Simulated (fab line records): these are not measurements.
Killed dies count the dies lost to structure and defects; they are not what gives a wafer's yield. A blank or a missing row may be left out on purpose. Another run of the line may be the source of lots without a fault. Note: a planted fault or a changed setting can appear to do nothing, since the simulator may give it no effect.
Problem report in the 8D (eight disciplines) form, filled by code :: flow rit-cmos :: the parts of the form that need people (team, actions taken, sign-off) are left out

== 1. THE ISSUE ==
Across 12 wafers from 4 lots, CONTACT_OVL at RIT_CONTACT_OVL_MEAS_09 averages 238.6 nm, while fault-free wafers read -0.1 nm with a standard deviation of 1.3. So: +99 or more standard deviations from the usual mean.
Earliest sighting: wafer L545.3 on overlay-02 at day 6 20:12. Wafers with a number at this step in the record: 48, from 16 lots. Rule for "out", or "out of limits": more than 4 standard deviations from the usual mean. The rest of the wafers with a number are treated as sound.

== 2. WHAT IT IS, WHAT IT ISN'T ==
question: which readings at this step
is: CONTACT_OVL
is not: -

question: which lots
is: L543, L545, L546, L550
is not: L531, L532, L533, L534, L535, L538, L539, L540, L541, L544, L548, L554

question: which wafers of those lots
is: all that have a number
is not: -

question: read on which gauges
is: overlay-01, overlay-02
is not: -

question: when
is: from day 6 20:12
is not: up to then (27 sound wafers); but 9 sound wafers of L544, L548, L554 came after

== 3. THE SUSPECTS, EACH WITH WHAT RULES IT OUT ==
Counting: a tool at a process step up to the reading stays a suspect if it ran every lot that is out and no sound lot after the first of them.
- the gauge at RIT_CONTACT_OVL_MEAS_09 is ruled out. The wafers that are out were read on 2 gauges (overlay-01, overlay-02).
- iline-stepper-02 at RIT_CONTACT_EXPOSE_05 (exposes mask M11, target cd 1000 nm): kept. It ran every lot that is out, first L545 (day 6 19:29), and no sound lot after that; its last sound lot up to then is L540 (day 6 00:24).
After counting, what remains is iline-stepper-02 at RIT_CONTACT_EXPOSE_05.

== 4. THE CAUSE (what the simulator had put in) ==
Scanner matching overlay: iline-stepper-02, from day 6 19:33 on, at RIT_CONTACT_EXPOSE_05. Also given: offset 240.
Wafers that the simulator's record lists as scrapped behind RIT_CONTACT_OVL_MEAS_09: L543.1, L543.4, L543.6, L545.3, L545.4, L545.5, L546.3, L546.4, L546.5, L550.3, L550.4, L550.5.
The count eliminated every tool but this one.

== 5. THE CHAIN OF EFFECTS, in route order ==
Each row: a reading where the mean over the struck wafers with a number is more than 3 standard deviations away from the usual. Scope: only readings with a usual standard deviation given in the record; hours: median across lots of the time from each lot's start at the first step in this table that gives one to its start at this step; sigmas: change in usual standard deviations.
hours: 0
step: RIT_CONTACT_OVL_MEAS_09
reading: CONTACT_OVL
usual: -0.1 nm
on struck wafers: 238.6
change: +238.7
sigmas: +99 or more

== 6. WHAT WOULD HAVE CAUGHT IT SOONER ==
In this record the first reading out of limits at a measuring or inspecting step was taken at day 6 20:12, 1 hour after the fault began at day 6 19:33.
Lots out: 4; of these, L546, L550 started RIT_CONTACT_EXPOSE_05 on iline-stepper-02 after day 6 20:12. A hold on the tool at that time would have spared those 2.
